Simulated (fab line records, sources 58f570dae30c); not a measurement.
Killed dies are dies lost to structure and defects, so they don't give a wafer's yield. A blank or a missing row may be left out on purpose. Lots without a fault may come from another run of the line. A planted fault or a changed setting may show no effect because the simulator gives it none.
fab line records | flow berkeley_cmos170 | part 1 of 2: steps 1 to 25 of 34
record lots=5 wafers=15 last_day=12
route steps=331 shown GATE@143 PLDD@145 NLDD@158 SPACER@171 PSD@175
lots that met no fault: from a run of the same line without faults
start_h: hours from the record's first day to the start of the lot's first wafer shown | wait_h: hours since the lot's step before | " the same as in the row above | L1.1+2: a row that stands for several wafers | - no value, or no start given | * or withheld: withheld | < > ~ a bound
route shown NAME@n: a module of which the file shows steps, and the number in the route of the first | usual: mean/standard deviation of fault-free wafers | same: alike in all rows | chamber/n: place in a boat | sites: the reading at each site | _std_site: their standard deviation | _edge_site: outer sites' mean less inner sites' | radius_mm: how far each site lies from the wafer's centre | mask NAME#n: copy n | behind: the tool/chamber that last shaped the wafer | hold: why the lot was held/for how many hours/how that ended | device: the transistor (n, p or np) that didn't switch | end of line: the same wafers' tests at the end of the route | a step without rows: its recipe alone | killed: dies lost to structure and defects at the first sort, not the wafer's yield | map: a wafer's dies, x killed, . not, _ none there
set.NAME: the setting as run; set.NAME@STEP: as run at that earlier step | model.NAME: the simulator's own value behind a step, which no gauge read
lots at some steps of the route; a table a step, a row a wafer
services: from which hour (start_h, from the record's first day; less than 0 if before it) a tool's chamber was out of use, for how many hours, and why
## steps
# step UCB170_GATE_CD_MEAS_90
# recipe target_cd_nm=350
# usual cd_nm=349.9/1.7
# columns lot.wafer tool chamber start_h wait_h cd_nm
L076.4 cd_sem-01 - 153.03 0.1 348.3
L076.5 " - " " 347.7
L076.6 " - " " 347.7
L085.1 cd_sem-02 - 198.48 0.1 349.6
L085.2 " - " " 351.9
L085.5 " - " " 349.8
L088.1 cd_sem-02 - 223.09 0.1 348.7
L088.2 " - " " 350.4
L088.4 " - " " 347.7
L091.2 cd_sem-02 - 236.55 0.1 347.5
L091.3 " - " " 348.8
L091.5 " - " " 350.6
L097.2 cd_sem-01 - 262.94 0.1 351.9
L097.4 " - " " 350.8
L097.5 " - " " 349.9
# step UCB170_GATE_CLEAN_17
# recipe chemistry=SPM temp_c=120 time_s=600
# columns lot.wafer tool chamber start_h wait_h
L076.4+5+6 wet_bench-04 1 153.27 0.2
L085.1+2+5 wet_bench-02 0 198.67 0.2
L088.1+2+4 wet_bench-04 0 223.29 0.2
L091.2+3+5 wet_bench-01 3 237.59 1.0
L097.2+4+5 wet_bench-01 2 263.04 0.1
# step UCB170_PLDD_HMDS_00
# recipe prime_time_s=60 prime_temp_c=100
# usual chill_plate_temp_C=23.01/0.12
# same prime_time_s=60
# columns lot.wafer tool chamber start_h wait_h chill_plate_temp_C
L076.4 litho_track-02 0 154.44 0.8 23.02
L076.5 " 0 " " 22.96
L076.6 " 0 " " 23.08
L085.1 litho_track-03 0 198.86 0.0 22.80
L085.2 " 0 " " 22.91
L085.5 " 0 " " 22.92
L088.1 litho_track-02 0 223.48 0.0 22.99
L088.2 " 0 " " 22.97
L088.4 " 0 " " 22.81
L091.2 litho_track-02 0 237.79 0.0 22.99
L091.3 " 0 " " 23.01
L091.5 " 0 " " 22.95
L097.2 litho_track-03 0 263.35 0.1 23.03
L097.4 " 0 " " 22.76
L097.5 " 0 " " 22.65
# step UCB170_PLDD_COAT_01
# recipe resist=KrF spin_rpm=1500 resist_thk_nm=900
# usual chill_plate_temp_C=22.98/0.1
# columns lot.wafer tool chamber start_h wait_h chill_plate_temp_C
L076.4 litho_track-02 0 154.59 0.1 22.86
L076.5 " 0 " " 23.11
L076.6 " 0 " " 22.97
L085.1 litho_track-03 0 199.01 0.1 23.08
L085.2 " 0 " " 23.18
L085.5 " 0 " " 22.98
L088.1 litho_track-02 0 223.63 0.1 23.23
L088.2 " 0 " " 22.98
L088.4 " 0 " " 22.99
L091.2 litho_track-02 0 237.94 0.1 23.05
L091.3 " 0 " " 22.77
L091.5 " 0 " " 22.86
L097.2 litho_track-03 0 263.50 0.1 22.98
L097.4 " 0 " " 22.93
L097.5 " 0 " " 23.01
# step UCB170_PLDD_SOFTBAKE_02
# recipe resist=KrF temp_c=130 time_s=60
# usual chill_plate_temp_C=23.01/0.11
# columns lot.wafer tool chamber start_h wait_h chill_plate_temp_C
L076.4 litho_track-02 0 154.74 0.1 23.10
L076.5 " 0 " " 23.12
L076.6 " 0 " " 23.03
L085.1 litho_track-03 0 199.16 0.1 22.83
L085.2 " 0 " " 23.13
L085.5 " 0 " " 22.83
L088.1 litho_track-02 0 223.78 0.1 22.80
L088.2 " 0 " " 22.86
L088.4 " 0 " " 22.94
L091.2 litho_track-02 0 238.09 0.1 22.98
L091.3 " 0 " " 23.00
L091.5 " 0 " " 23.10
L097.2 litho_track-03 0 263.65 0.1 22.93
L097.4 " 0 " " 22.93
L097.5 " 0 " " 22.97
# step UCB170_PLDD_EXPOSE_03
# recipe mask_id=PSELECT na=0.5 sigma_outer=0.6 source_shape=conventional target_cd_nm=1200 dose_mj=30
# usual exposure_dose_mJ_cm2=29.643/0.029
# columns lot.wafer tool chamber start_h wait_h mask exposure_dose_mJ_cm2
L076.4 krf_scanner-01 0 155.03 0.3 PSELECT#0 29.663
L076.5 " 0 " " PSELECT#0 29.671
L076.6 " 0 " " PSELECT#0 29.697
L085.1 krf_scanner-02 0 199.49 0.3 PSELECT#0 29.647
L085.2 " 0 " " PSELECT#0 29.647
L085.5 " 0 " " PSELECT#0 29.668
L088.1 krf_scanner-01 0 224.17 0.4 PSELECT#0 29.656
L088.2 " 0 " " PSELECT#0 29.657
L088.4 " 0 " " PSELECT#0 29.648
L091.2 krf_scanner-01 0 238.36 0.2 PSELECT#0 29.585
L091.3 " 0 " " PSELECT#0 29.593
L091.5 " 0 " " PSELECT#0 29.652
L097.2 krf_scanner-02 0 264.09 0.4 PSELECT#0 29.630
L097.4 " 0 " " PSELECT#0 29.631
L097.5 " 0 " " PSELECT#0 29.667
# step UCB170_PLDD_PEB_04
# recipe peb_temp_c=130 peb_time_s=withheld resist=KrF
# usual chill_plate_temp_C=23.01/0.12 plate_sensor_t_centre_C=131.41/0.0092 plate_sensor_t_edge_C=131.53/0.011
# columns lot.wafer tool chamber start_h wait_h chill_plate_temp_C plate_sensor_t_centre_C plate_sensor_t_edge_C
L076.4 litho_track-03 0 155.67 0.6 22.84 131.43 131.54
L076.5 " 0 " " 23.04 131.4 131.53
L076.6 " 0 " " 22.95 131.41 131.53
L085.1 litho_track-04 0 199.64 0.1 23.26 131.39 131.51
L085.2 " 0 " " 23.24 131.41 131.52
L085.5 " 0 " " 23.02 131.41 131.54
L088.1 litho_track-02 0 224.29 0.1 22.93 131.42 131.54
L088.2 " 0 " " 22.96 131.42 131.52
L088.4 " 0 " " 22.92 131.4 131.54
L091.2 litho_track-02 0 238.70 0.3 22.77 131.41 131.52
L091.3 " 0 " " 22.86 131.4 131.53
L091.5 " 0 " " 22.85 131.42 131.54
L097.2 litho_track-04 0 264.21 0.1 23.18 131.41 131.55
L097.4 " 0 " " 23.04 131.41 131.53
L097.5 " 0 " " 23.13 131.42 131.52
# step UCB170_PLDD_DEVELOP_05
# recipe developer=TMAH develop_time_s=45 resist=KrF dev_temp_c=21
# usual chill_plate_temp_C=23.00/0.11
# columns lot.wafer tool chamber start_h wait_h chill_plate_temp_C
L076.4 litho_track-03 0 - - 23.10
L076.5 " 0 " " 23.07
L076.6 " 0 " " 23.40
L085.1 litho_track-04 0 - - 22.90
L085.2 " 0 " " 22.99
L085.5 " 0 " " 23.10
L088.1 litho_track-02 0 - - 23.04
L088.2 " 0 " " 23.08
L088.4 " 0 " " 23.04
L091.2 litho_track-02 0 - - 22.89
L091.3 " 0 " " 23.17
L091.5 " 0 " " 23.03
L097.2 litho_track-04 0 - - 22.98
L097.4 " 0 " " 23.22
L097.5 " 0 " " 22.87
# step UCB170_PLDD_CD_MEAS_06
# recipe target_cd_nm=1200
# usual cd_nm=1200.5/1.4
# columns lot.wafer tool chamber start_h wait_h cd_nm
L076.4 cd_sem-02 - 155.97 - 1201.2
L076.5 " - " " 1200.2
L076.6 " - " " 1202.1
L085.1 cd_sem-01 - 199.91 - 1200.6
L085.2 " - " " 1201.0
L085.5 " - " " 1200.9
L088.1 cd_sem-02 - 224.57 - 1199.3
L088.2 " - " " 1198.3
L088.4 " - " " 1200.0
L091.2 cd_sem-02 - 238.97 - 1197.8
L091.3 " - " " 1197.7
L091.5 " - " " 1197.9
L097.2 cd_sem-02 - 264.48 - 1203.1
L097.4 " - " " 1202.0
L097.5 " - " " 1202.3
# step UCB170_PLDD_OVL_MEAS_07
# usual PLDD_OVL=3/7.1
# columns lot.wafer tool chamber start_h wait_h PLDD_OVL[nm]
L076.4 overlay-02 - 156.04 0.1 6
L076.5 " - " " 4
L076.6 " - " " -1
L085.1 overlay-01 - 200.03 0.1 0
L085.2 " - " " -4
L085.5 " - " " -5
L088.1 overlay-01 - 224.69 0.1 3
L088.2 " - " " 3
L088.4 " - " " 14
L091.2 overlay-01 - 239.08 0.1 2
L091.3 " - " " 1
L091.5 " - " " 8
L097.2 overlay-01 - 264.58 0.1 16
L097.4 " - " " 10
L097.5 " - " " 12
# step UCB170_PLDD_IMPLANT_08
# recipe species=BF2 dose_cm2=5e+13 energy_kev=10 tilt_deg=7 rotation_deg=0
# usual dose_ions_cm2=5e+13/5.5e+10
# columns lot.wafer tool chamber start_h wait_h dose_ions_cm2
L076.4 implanter-04 0 156.14 0.1 4.992e+13
L076.5 " 0 " " 5e+13
L076.6 " 0 " " 5.003e+13
L085.1 implanter-01 0 200.07 0.0 4.991e+13
L085.2 " 0 " " 4.994e+13
L085.5 " 0 " " 4.999e+13
L088.1 implanter-04 0 224.72 0.0 5.003e+13
L088.2 " 0 " " 5.003e+13
L088.4 " 0 " " 4.994e+13
L091.2 implanter-01 0 239.13 0.0 5.007e+13
L091.3 " 0 " " 5.005e+13
L091.5 " 0 " " 5.012e+13
L097.2 implanter-01 0 264.64 0.0 4.995e+13
L097.4 " 0 " " 4.993e+13
L097.5 " 0 " " 4.989e+13
# step UCB170_PLDD_IMPLANT_09
# recipe species=BF2 dose_cm2=5e+13 energy_kev=10 tilt_deg=7 rotation_deg=180
# usual dose_ions_cm2=4.999e+13/5.5e+10
# columns lot.wafer tool chamber start_h wait_h dose_ions_cm2
L076.4 implanter-04 0 156.29 0.1 5.007e+13
L076.5 " 0 " " 5.002e+13
L076.6 " 0 " " 5e+13
L085.1 implanter-01 0 200.22 0.1 4.985e+13
L085.2 " 0 " " 5.002e+13
L085.5 " 0 " " 4.994e+13
L088.1 implanter-04 0 224.87 0.1 5.003e+13
L088.2 " 0 " " 5.005e+13
L088.4 " 0 " " 4.996e+13
L091.2 implanter-01 0 239.28 0.1 5.001e+13
L091.3 " 0 " " 4.993e+13
L091.5 " 0 " " 5.001e+13
L097.2 implanter-01 0 264.79 0.1 4.999e+13
L097.4 " 0 " " 4.999e+13
L097.5 " 0 " " 4.996e+13
# step UCB170_PLDD_STRIP_10
# recipe chemistry=O2 power_w=400 pressure_mtorr=3500 platen_temp_c=withheld o2_flow_sccm=400 overash_fraction=0.5
# usual chamber_pressure_mTorr=3499.8/2.9 drypump_motor_current_A=5.7/0.55 oes_product_au=0.734/0.0042 strip_time_to_endpoint_s=21.64/0.065
# same overash_fraction=0.5
# columns lot.wafer tool chamber start_h wait_h chamber_pressure_mTorr drypump_motor_current_A oes_product_au rf_hours_counter_h strip_time_to_endpoint_s
L076.4 plasma_asher-04 0 156.40 0.1 3497.2 6.5 0.734 - 21.66
L076.5 " 1 " " 3498.8 6.6 0.731 - 21.69
L076.6 " 0 " " 3500.7 6.5 0.725 - 21.71
L085.1 plasma_asher-04 0 200.37 0.1 3498.2 6.6 0.734 47 21.49
L085.2 " 1 " " 3498.2 6.6 0.735 47 21.49
L085.5 " 0 " " 3500.5 6.5 0.732 - 21.51
L088.1 plasma_asher-03 1 225.02 0.1 3497.0 5.5 0.735 12 21.64
L088.2 " 0 " " 3504.6 5.4 0.731 12 21.65
L088.4 " 0 " " 3499.7 5.4 0.737 - 21.64
L091.2 plasma_asher-01 1 239.41 0.1 3503.1 5.2 0.731 43 21.64
L091.3 " 0 " " 3503.7 5.3 0.735 - 21.66
L091.5 " 1 " " 3503.6 5.2 0.728 - 21.58
L097.2 plasma_asher-04 1 264.91 0.1 3495.3 6.6 0.740 54 21.63
L097.4 " 0 " " 3496.8 6.5 0.731 - 21.54
L097.5 " 0 " " 3497.6 6.5 0.744 - 21.62
# step UCB170_PLDD_TW_MEAS_11
# usual PLDD_TW=1008/11
# columns lot.wafer tool chamber start_h wait_h PLDD_TW
L076.4 film_metro-02 - 156.53 0.1 996
L076.5 " - " " 998
L076.6 " - " " 996
L085.1 film_metro-03 - 200.47 0.1 1008
L085.2 " - " " 1009
L085.5 " - " " 1015
L088.1 film_metro-01 - 225.12 0.1 1012
L088.2 " - " " 1016
L088.4 " - " " 1020
L091.2 film_metro-03 - 239.52 0.1 1007
L091.3 " - " " 1012
L091.5 " - " " 1007
L097.2 film_metro-02 - 265.02 0.1 999
L097.4 " - " " 993
L097.5 " - " " 999
# step UCB170_PLDD_CLEAN_12
# recipe chemistry=SPM temp_c=120 time_s=600
# columns lot.wafer tool chamber start_h wait_h
L076.4+5+6 wet_bench-04 1 156.56 0.0
L085.1+2+5 wet_bench-02 1 200.53 0.1
L088.1+2+4 wet_bench-03 0 225.19 0.1
L091.2+3+5 wet_bench-04 3 239.68 0.2
L097.2+4+5 wet_bench-02 3 265.07 0.0
# step UCB170_NLDD_HMDS_00
# recipe prime_time_s=60 prime_temp_c=100
# usual chill_plate_temp_C=22.99/0.11
# same prime_time_s=60
# columns lot.wafer tool chamber start_h wait_h chill_plate_temp_C
L076.4 litho_track-02 0 157.69 0.7 23.12
L076.5 " 0 " " 23.05
L076.6 " 0 " " 23.00
L085.1 litho_track-02 0 200.93 0.2 23.14
L085.2 " 0 " " 23.05
L085.5 " 0 " " 23.17
L088.1 litho_track-02 0 225.45 0.1 23.14
L088.2 " 0 " " 22.91
L088.4 " 0 " " 23.06
L091.2 litho_track-01 0 239.89 0.0 22.94
L091.3 " 0 " " 22.80
L091.5 " 0 " " 22.93
L097.2 litho_track-04 0 265.45 0.2 23.12
L097.4 " 0 " " 23.09
L097.5 " 0 " " 22.91
# step UCB170_NLDD_COAT_01
# recipe resist=KrF spin_rpm=1500 resist_thk_nm=900
# usual chill_plate_temp_C=23.03/0.12
# columns lot.wafer tool chamber start_h wait_h chill_plate_temp_C
L076.4 litho_track-02 0 157.84 0.1 22.90
L076.5 " 0 " " 23.06
L076.6 " 0 " " 23.21
L085.1 litho_track-02 0 201.08 0.1 23.02
L085.2 " 0 " " 22.95
L085.5 " 0 " " 22.96
L088.1 litho_track-02 0 225.60 0.1 23.17
L088.2 " 0 " " 22.95
L088.4 " 0 " " 22.90
L091.2 litho_track-01 0 240.04 0.1 23.02
L091.3 " 0 " " 23.04
L091.5 " 0 " " 22.89
L097.2 litho_track-04 0 265.60 0.1 22.98
L097.4 " 0 " " 22.99
L097.5 " 0 " " 22.92
# step UCB170_NLDD_SOFTBAKE_02
# recipe resist=KrF temp_c=130 time_s=60
# usual chill_plate_temp_C=22.99/0.11
# columns lot.wafer tool chamber start_h wait_h chill_plate_temp_C
L076.4 litho_track-02 0 157.99 0.1 22.99
L076.5 " 0 " " 22.96
L076.6 " 0 " " 22.89
L085.1 litho_track-02 0 201.23 0.1 23.00
L085.2 " 0 " " 22.93
L085.5 " 0 " " 22.96
L088.1 litho_track-02 0 225.75 0.1 22.85
L088.2 " 0 " " 22.92
L088.4 " 0 " " 22.89
L091.2 litho_track-01 0 240.19 0.1 22.93
L091.3 " 0 " " 23.03
L091.5 " 0 " " 22.94
L097.2 litho_track-04 0 265.75 0.1 23.16
L097.4 " 0 " " 23.18
L097.5 " 0 " " 23.15
# step UCB170_NLDD_EXPOSE_03
# recipe mask_id=NSELECT na=0.5 sigma_outer=0.6 source_shape=conventional target_cd_nm=1200 dose_mj=30
# usual exposure_dose_mJ_cm2=30.001/0.028
# columns lot.wafer tool chamber start_h wait_h mask exposure_dose_mJ_cm2
L076.4 krf_scanner-02 0 158.25 0.2 NSELECT#0 29.947
L076.5 " 0 " " NSELECT#0 30.002
L076.6 " 0 " " NSELECT#0 29.948
L085.1 krf_scanner-02 0 201.60 0.4 NSELECT#0 30.018
L085.2 " 0 " " NSELECT#0 30.056
L085.5 " 0 " " NSELECT#0 30.040
L088.1 krf_scanner-01 0 226.05 0.3 NSELECT#0 29.989
L088.2 " 0 " " NSELECT#0 29.993
L088.4 " 0 " " NSELECT#0 30.008
L091.2 krf_scanner-01 0 240.34 0.1 NSELECT#0 30.049
L091.3 " 0 " " NSELECT#0 29.980
L091.5 " 0 " " NSELECT#0 30.001
L097.2 krf_scanner-01 0 266.02 0.2 NSELECT#0 29.984
L097.4 " 0 " " NSELECT#0 30.015
L097.5 " 0 " " NSELECT#0 30.001
# step UCB170_NLDD_PEB_04
# recipe peb_temp_c=130 peb_time_s=withheld resist=KrF
# usual chill_plate_temp_C=22.98/0.11
# columns lot.wafer tool chamber start_h wait_h chill_plate_temp_C
L076.4 litho_track-02 0 158.41 0.1 23.12
L076.5 " 0 " " 23.08
L076.6 " 0 " " 22.90
L085.1 litho_track-04 0 201.72 0.1 23.06
L085.2 " 0 " " 23.01
L085.5 " 0 " " 22.96
L088.1 litho_track-02 0 226.80 0.7 22.90
L088.2 " 0 " " 23.05
L088.4 " 0 " " 22.98
L091.2 litho_track-01 0 240.46 0.1 22.82
L091.3 " 0 " " 22.87
L091.5 " 0 " " 22.94
L097.2 litho_track-04 0 266.35 0.3 22.75
L097.4 " 0 " " 22.99
L097.5 " 0 " " 22.89
# step UCB170_NLDD_DEVELOP_05
# recipe developer=TMAH develop_time_s=45 resist=KrF dev_temp_c=21
# usual chill_plate_temp_C=23.00/0.11
# columns lot.wafer tool chamber start_h wait_h chill_plate_temp_C
L076.4 litho_track-02 0 - - 22.86
L076.5 " 0 " " 22.93
L076.6 " 0 " " 22.97
L085.1 litho_track-04 0 - - 23.03
L085.2 " 0 " " 22.99
L085.5 " 0 " " 22.92
L088.1 litho_track-02 0 - - 23.10
L088.2 " 0 " " 23.22
L088.4 " 0 " " 23.10
L091.2 litho_track-01 0 - - 23.08
L091.3 " 0 " " 22.89
L091.5 " 0 " " 23.07
L097.2 litho_track-04 0 - - 22.91
L097.4 " 0 " " 22.79
L097.5 " 0 " " 22.97
# step UCB170_NLDD_CD_MEAS_06
# recipe target_cd_nm=1200
# usual cd_nm=1200.0/1.4
# columns lot.wafer tool chamber start_h wait_h cd_nm
L076.4 cd_sem-02 - 158.74 - 1198.8
L076.5 " - " " 1200.9
L076.6 " - " " 1200.6
L085.1 cd_sem-02 - 201.99 - 1201.2
L085.2 " - " " 1200.5
L085.5 " - " " 1200.4
L088.1 cd_sem-01 - 227.08 - 1201.6
L088.2 " - " " 1201.9
L088.4 " - " " 1201.4
L091.2 cd_sem-02 - 240.73 - 1197.8
L091.3 " - " " 1197.9
L091.5 " - " " 1198.5
L097.2 cd_sem-02 - 266.62 - 1200.4
L097.4 " - " " 1200.0
L097.5 " - " " 1200.3
# step UCB170_NLDD_OVL_MEAS_07
# usual NLDD_OVL=-1/4.7
# columns lot.wafer tool chamber start_h wait_h NLDD_OVL[nm]
L076.4 overlay-02 - 158.82 0.1 4
L076.5 " - " " 3
L076.6 " - " " 9
L085.1 overlay-02 - 202.11 0.1 0
L085.2 " - " " 4
L085.5 " - " " -5
L088.1 overlay-02 - 227.20 0.1 -6
L088.2 " - " " -9
L088.4 " - " " -4
L091.2 overlay-02 - 240.84 0.1 -11
L091.3 " - " " -1
L091.5 " - " " -5
L097.2 overlay-02 - 266.73 0.1 -5
L097.4 " - " " 0
L097.5 " - " " 0
# step UCB170_NLDD_IMPLANT_08
# recipe species=As dose_cm2=5e+13 energy_kev=30 tilt_deg=7 rotation_deg=0
# usual dose_ions_cm2=5e+13/5.4e+10
# columns lot.wafer tool chamber start_h wait_h dose_ions_cm2
L076.4 implanter-01 0 158.91 0.1 5.003e+13
L076.5 " 0 " " 5.004e+13
L076.6 " 0 " " 4.994e+13
L085.1 implanter-04 0 202.15 0.0 4.996e+13
L085.2 " 0 " " 5.004e+13
L085.5 " 0 " " 4.993e+13
L088.1 implanter-01 0 227.24 0.0 4.994e+13
L088.2 " 0 " " 4.985e+13
L088.4 " 0 " " 5.006e+13
L091.2 implanter-03 0 240.89 0.0 5.005e+13
L091.3 " 0 " " 5.004e+13
L091.5 " 0 " " 5.006e+13
L097.2 implanter-04 0 266.78 0.0 5.005e+13
L097.4 " 0 " " 4.999e+13
L097.5 " 0 " " 4.999e+13
# step UCB170_NLDD_IMPLANT_09
# recipe species=As dose_cm2=5.076e+13 energy_kev=30 tilt_deg=7 rotation_deg=180
# usual dose_ions_cm2=5.076e+13/5.8e+10
# columns lot.wafer tool chamber start_h wait_h dose_ions_cm2
L076.4 implanter-01 0 159.06 0.1 5.076e+13
L076.5 " 0 " " 5.062e+13
L076.6 " 0 " " 5.08e+13
L085.1 implanter-04 0 202.30 0.1 5.079e+13
L085.2 " 0 " " 5.074e+13
L085.5 " 0 " " 5.079e+13
L088.1 implanter-01 0 227.39 0.1 5.077e+13
L088.2 " 0 " " 5.081e+13
L088.4 " 0 " " 5.067e+13
L091.2 implanter-03 0 241.04 0.1 5.076e+13
L091.3 " 0 " " 5.078e+13
L091.5 " 0 " " 5.08e+13
L097.2 implanter-04 0 266.93 0.1 5.077e+13
L097.4 " 0 " " 5.085e+13
L097.5 " 0 " " 5.081e+13
